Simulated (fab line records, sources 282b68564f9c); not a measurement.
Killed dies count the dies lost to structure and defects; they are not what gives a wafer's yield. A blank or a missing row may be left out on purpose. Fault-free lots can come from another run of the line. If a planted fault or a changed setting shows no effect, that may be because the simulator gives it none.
fab line records	flow ritCmos
record lots=15	wafers=45	lastDay=7
route steps=202 shown SPACER@126 M1@202
lots untouched by any fault: they come from a run of this same line in which no faults occurred
startH: hours from the record's opening day to when the first of the lot's shown wafers began	waitH: hours since the lot's step before	" as in the row above	L1.1+2: one row covering several wafers at once	- either no value or no given start	* or withheld: withheld	< > ~ a bound
route shown NAME@n: names a module that has steps shown in the file, with the first one's number in the route	usual: the fault-free wafers' mean and standard deviation	same: alike in all rows	chamber/n: place in a boat	sites: each site's reading	_std_site: the values' standard deviation	_edge_site: inner sites' mean taken away from outer sites' mean	radiusMm: how far each site lies from the wafer's centre	mask NAME#n: copy n	behind: the tool/chamber that last shaped the wafer	hold: reason for holding the lot/hours on hold/outcome of the hold	device: the n, p or np transistor that did not switch	end of line: tests of these same wafers at the route's end	for a step that has no rows: nothing shown but its recipe	killed: dies that structure and defects cost at the first sort, which is not the same as the wafer's yield	map: a wafer's dies, x killed, . not, _ none there
set.NAME: the setting as run; set.NAME@STEP: as run at that earlier step	model.NAME: the simulator's own value behind a step, which no gauge read
steps of the route over a sample of lots; a table a step, a row a wafer
services: the hour from which a tool's chamber was out of use, counted from the record's first day as startH (under 0 if before that day), plus the number of hours and why
## steps
# step RIT_SPACER_CLEAN_01
# recipe chemistry=dHF	dilution=50:1	timeS=30
lot.wafer	tool	chamber	startH	waitH
L874.4+5+6	wetBench-03	0	49.91	0.0
L875.4+5+6	wetBench-01	0	55.93	0.0
L876.3+5+6	wetBench-03	3	59.01	0.0
L877.2+4+5	wetBench-03	0	65.55	0.0
L880.3+5+6	wetBench-03	1	81.14	0.0
L882.2+4+6	wetBench-03	3	91.84	0.0
L883.2+5+6	wetBench-01	0	94.84	0.0
L885.1+2+4	wetBench-03	3	103.62	0.0
L887.2+3+6	wetBench-02	0	111.86	0.0
L888.1+3+4	wetBench-03	3	118.76	0.0
L889.1+2+5	wetBench-03	0	124.77	0.0
L890.3+5+6	wetBench-03	1	127.44	0.0
L891.2+5+6	wetBench-03	2	131.31	0.0
L892.3+4+6	wetBench-01	1	139.75	0.0
L894.2+4+5	wetBench-03	1	144.51	0.0
# step RIT_M1_PROBE_99
# usual killedAtContacts=0.0/0.22	killedAtFrontEnd=6.6/3	killedDies=6.6/3	killedOnRim=1.8/1.4	killedOpen=3.4/2	killedShort=3.2/2
# same grossDies=264	killed_at_M0_to_M3=0	killed_at_M4_up=0	killedAtBackSide=0	killedAtOther=0
lot.wafer	tool	chamber	startH	waitH	killedAtContacts	killedAtFrontEnd	killedDies	killedOnRim	killedOpen	killedShort
L885.1	prober-02	-	117.71	0.1	0	5	5	0	2	3
L885.2	prober-02	-	117.76	0.1	0	7	7	2	2	5
L885.4	prober-02	-	117.86	0.2	0	9	9	3	4	5
L887.2	prober-01	-	126.31	0.1	0	7	7	3	3	4
L887.3	prober-01	-	126.36	0.2	0	5	5	1	3	2
L887.6	prober-01	-	126.51	0.2	0	8	8	2	4	4
L889.1	prober-01	-	138.44	0.1	0	5	5	3	4	1
L889.2	prober-01	-	138.49	0.1	0	3	3	0	1	2
L889.5	prober-01	-	138.64	0.2	1	14	15	4	8	7
L890.3	prober-02	-	142.12	0.2	0	35	35	11	3	3
L890.5	prober-02	-	142.22	0.2	0	39	39	13	3	3
L890.6	prober-02	-	142.27	0.2	0	37	37	12	0	5
L891.2	prober-01	-	144.62	0.1	0	34	34	9	3	4
L891.5	prober-01	-	144.77	0.2	0	34	34	9	1	2
L891.6	prober-01	-	144.82	0.2	0	41	41	11	3	6
L894.2	prober-02	-	158.69	0.1	0	40	40	13	5	5
L894.4	prober-02	-	158.79	0.2	0	33	33	11	1	1
L894.5	prober-02	-	158.84	0.2	1	38	39	13	8	0
# killed by level:class
L885.1 FOX2:geometricParticle:open=1 GATE:geometricParticle:short=1 SPACER:geometricParticle:short=1 SILICIDE:geometricParticle:open=1 SILICIDE:geometricParticle:short=1
L885.2 GATE:geometricParticle:short=2 SPACER:geometricParticle:short=2 FOX2:geometricParticle:open=1 SPACER:geometricParticle:open=1 SILICIDE:geometricParticle:short=1
L885.4 GATE:geometricParticle:open=4 GATE:geometricParticle:short=2 SILICIDE:geometricParticle:short=2 REOX:geometricParticle:short=1
L887.2 SILICIDE:geometricParticle:short=2 FOX2:geometricParticle:open=1 FOX2:geometricParticle:short=1 GATE:geometricParticle:short=1 SPACER:geometricParticle:open=1 SILICIDE:geometricParticle:open=1
L887.3 GATE:geometricParticle:short=2 GATE:geometricParticle:open=1 SPACER:geometricParticle:open=1 SILICIDE:geometricParticle:open=1
L887.6 GATE:geometricParticle:open=2 SPACER:geometricParticle:short=2 SILICIDE:geometricParticle:open=2 REOX:geometricParticle:short=1 SILICIDE:geometricParticle:short=1
L889.1 FOX1:geometricParticle:open=2 GATE:geometricParticle:open=1 GATE:geometricParticle:short=1 SPACER:geometricParticle:open=1
L889.2 GATE:geometricParticle:short=2 GATE:geometricParticle:open=1
L889.5 GATE:geometricParticle:short=7 GATE:geometricParticle:open=3 SILICIDE:geometricParticle:open=2 FOX1:geometricParticle:open=1 REOX:geometricParticle:open=1 CONTACT:geometricParticle:open=1
L890.3 SPACER:unspecified=29 FOX2:geometricParticle:short=2 GATE:geometricParticle:open=1 REOX:geometricParticle:short=1 SPACER:geometricParticle:open=1 SILICIDE:geometricParticle:open=1
L890.5 SPACER:unspecified=33 GATE:geometricParticle:open=2 GATE:geometricParticle:short=2 FOX2:geometricParticle:short=1 REOX:geometricParticle:open=1
L890.6 SPACER:unspecified=32 GATE:geometricParticle:short=3 FOX2:geometricParticle:short=1 REOX:geometricParticle:short=1
L891.2 SPACER:unspecified=27 GATE:geometricParticle:short=4 FOX2:geometricParticle:open=1 GATE:geometricParticle:open=1 SILICIDE:geometricParticle:open=1
L891.5 SPACER:unspecified=31 FOX1:geometricParticle:short=1 REOX:geometricParticle:short=1 REOX:geometricParticle:open=1
L891.6 SPACER:unspecified=32 FOX1:geometricParticle:short=3 GATE:geometricParticle:open=2 FOX2:geometricParticle:open=1 GATE:geometricParticle:short=1 REOX:geometricParticle:short=1 SILICIDE:geometricParticle:short=1
L894.2 SPACER:unspecified=30 FOX1:geometricParticle:open=2 FOX2:geometricParticle:short=2 GATE:geometricParticle:open=1 GATE:geometricParticle:short=1 REOX:geometricParticle:open=1 SPACER:geometricParticle:short=1 SILICIDE:geometricParticle:short=1
L894.4 SPACER:unspecified=31 FOX1:geometricParticle:open=1 REOX:geometricParticle:short=1
L894.5 SPACER:unspecified=31 GATE:geometricParticle:open=5 FOX1:geometricParticle:open=1 REOX:geometricParticle:open=1 CONTACT:geometricParticle:open=1
## services
tool	chamber	startH	hours	kind
wetBench-01	-	96.57	1.0	repair
## key
firstSign step=RIT_M1_PROBE_99	reading=killedAtFrontEnd	direction=up	sigmas=10	usual=6.6	struck=36.8
effect step=RIT_M1_PROBE_99	reading=killedDies	direction=up	sigmas=10	usual=6.6	struck=36.9
metAt RIT_SPACER_CLEAN_01
struckLots L890,L891,L894
testerLeftOut L890,L891,L894
onsetBetween 124.77 127.44
fault kind=chamberParticleSource	tool=wetBench-03	chamber=-	onsetH=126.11	steps=RIT_SPACER_CLEAN_01	ratePerVisitCm2=2.2321	endH=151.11
# testerLeftOut: of these lots the tester's yield and bins aren't shown, on N5 and GAA mostly nor the transistor test; their killed dies are dies lost to structure and defects alone, not to doping, threshold or leakage, so they don't give the yield
